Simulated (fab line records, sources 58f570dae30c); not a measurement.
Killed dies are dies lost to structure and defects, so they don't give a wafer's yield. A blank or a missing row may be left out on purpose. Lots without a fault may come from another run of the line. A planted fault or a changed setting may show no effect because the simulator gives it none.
Problem report in the 8D (eight disciplines) form, filled by code | flow berkeley_cmos170 | the parts of the form that need people (team, actions taken, sign-off) are left out

1. THE PROBLEM
oes_product_au at UCB170_M3_ETCH_17 reads a mean of 1.280 a.u. on 6 wafers of 2 lots; wafers without a fault read 1.003 a.u. with a standard deviation of 0.018. That is +15 standard deviations from the usual mean.
The step: etches BARC in N2/H2.
First seen on wafer L841.2, day 10 23:32, on rie_diel-04. The record holds 18 wafers of 6 lots with a number at this step. Rule for "out", or "out of limits": more than 4 standard deviations from the usual mean. The other wafers with a number count as sound.

2. WHAT IT IS AND WHAT IT IS NOT
question                    | is                     | is not
which readings at this step | oes_product_au         | drypump_motor_current_A
which lots                  | L841, L845             | L834, L836, L855, L857
which wafers of those lots  | all that have a number | -
read on which tools         | rie_diel-04            | rie_diel-01
when                        | from day 10 23:32      | up to then (6 sound wafers); but 6 sound wafers of L855, L857 came after

3. SUSPECTS, AND WHAT RULES EACH OUT
Counting: a tool at a process step up to the reading stays a suspect if it ran every lot that is out and no sound lot after the first of them.
- rie_diel-04 at UCB170_M3_ETCH_17 (etches BARC in N2/H2): kept. It ran every lot that is out, first L841 (day 10 23:32), and no sound lot after that; its last sound lot up to then is L836 (day 9 16:21). Its own readings are out on those wafers: oes_product_au.
Left after counting: rie_diel-04 at UCB170_M3_ETCH_17.

4. THE CAUSE (what the simulator had put in)
Process parameter drift: rie_diel-04, from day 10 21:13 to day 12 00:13, at UCB170_M3_ETCH_17. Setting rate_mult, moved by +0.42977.
Counting left only this tool.

5. THE CHAIN OF EFFECTS, in route order
Each row: a reading whose mean over the struck wafers that have a number lies more than 3 standard deviations from the usual. Only readings for which the record gives a usual standard deviation are gone through. hours: the time from each lot's start at the first step in this table that gives one to its start at this step, as a median over the lots. sigmas: the change in usual standard deviations.
hours | step              | reading        | usual      | on struck wafers | change | sigmas
0     | UCB170_M3_ETCH_17 | oes_product_au | 1.003 a.u. | 1.280            | +0.277 | +15
The process steps in it:
- UCB170_M3_ETCH_17: etches BARC in N2/H2.

6. WHAT WOULD HAVE CAUGHT IT SOONER
In this record the first reading out of limits was taken at day 10 23:32, 2 hours after the fault began at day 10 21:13.
